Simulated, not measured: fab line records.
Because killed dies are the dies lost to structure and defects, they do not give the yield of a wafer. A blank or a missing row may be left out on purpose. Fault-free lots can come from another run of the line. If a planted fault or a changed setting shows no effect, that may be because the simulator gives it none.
Code-filled problem report in 8D (eight disciplines) form || flow berkeley cmos170 || the parts of the form that need people (team, actions taken, sign-off) are left out

1. THE PROBLEM
Wafers free of any fault read 212.6 nm (standard deviation 1.8) for GATE_POLY_THK at UCB170_GATE_THK_MEAS_05, against a mean of 224.4 nm on 6 wafers of 2 lots. That puts it +6.6 standard deviations away from the usual mean.
Earliest sighting: wafer L171.1 on film metro-04 at day 8 17:32. At this step, 42 wafers from 14 lots have a number in the record. Rule for "out" (also "out of limits"): further than 4 standard deviations from the usual mean. The rest of the wafers with a number are treated as sound.

2. WHAT IT IS; WHAT IT IS NOT
{"question": "which readings at this step", "is": "GATE_POLY_THK", "is not": "-"}
{"question": "which lots", "is": "L171, L172", "is not": "L165, L167, L168, L169, L173, L181, L182, L183, L184, L185, L186, L188"}
{"question": "which wafers of those lots", "is": "all that have a number", "is not": "-"}
{"question": "read on which gauges", "is": "film metro-02, film metro-04", "is not": "film metro-01"}
{"question": "when", "is": "from day 8 17:32", "is not": "up to then (12 sound wafers); but 24 sound wafers of L173, L181, L182, L183, L184, L185, L186, L188 came after"}

3. SUSPECTS, AND WHAT RULES EACH OUT
Counting: a tool at a process step up to the reading stays a suspect if it ran every lot that is out and no sound lot after the first of them.
- ruled out: the gauge at UCB170_GATE_THK_MEAS_05. The wafers that are out were read on 2 gauges (film metro-02, film metro-04).
- lpcvd-02 at UCB170_GATE_CVD_04 (deposits poly-Si from SiH4, time 1440 s, target thk 214 nm): kept. All lots that are out passed through it, beginning with L171 at day 8 16:08, and no sound lot followed; its final sound lot before that point was L167 at day 7 17:00.
After counting, what remains is lpcvd-02 at UCB170_GATE_CVD_04.

4. THE CAUSE (what the simulator had put in)
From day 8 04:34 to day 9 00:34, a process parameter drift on lpcvd-02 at UCB170_GATE_CVD_04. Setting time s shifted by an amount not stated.
Counting left only this tool.

5. SEQUENCE OF EFFECTS, ordered by route
Each row: a reading where the mean over the struck wafers with a number is more than 3 standard deviations away from the usual. Only readings for which the record gives a usual standard deviation are gone through. hours: the time from each lot's start at the first step in this table that gives one to its start at this step, as a median over the lots. sigmas: the change in usual standard deviations.
{"hours": 0, "step": "UCB170_GATE_THK_MEAS_05", "reading": "GATE_POLY_THK", "usual": "212.6 nm", "on struck wafers": 224.4, "change": "+11.8", "sigmas": "+6.6"}
At these later measuring or inspecting steps, every struck wafer for which the step has a row has a number for every such reading, and none has moved that far: UCB170_NSD_CD_MEAS_06, UCB170_V1_THK_MEAS_01.

6. HOW IT WOULD HAVE BEEN CAUGHT EARLIER
In this record the first reading out of limits at a measuring or inspecting step was taken at day 8 17:32, 13 hours after the fault began at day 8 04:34.
Tool readings at UCB170_GATE_CVD_04 with a usual standard deviation given in the record: none out on any struck wafer, hence no alarm at a limit of 4 standard deviations on them.
By day 8 17:32, every lot that is out (2) had started UCB170_GATE_CVD_04 on lpcvd-02. Tool hold at that time: it would have spared none of them.
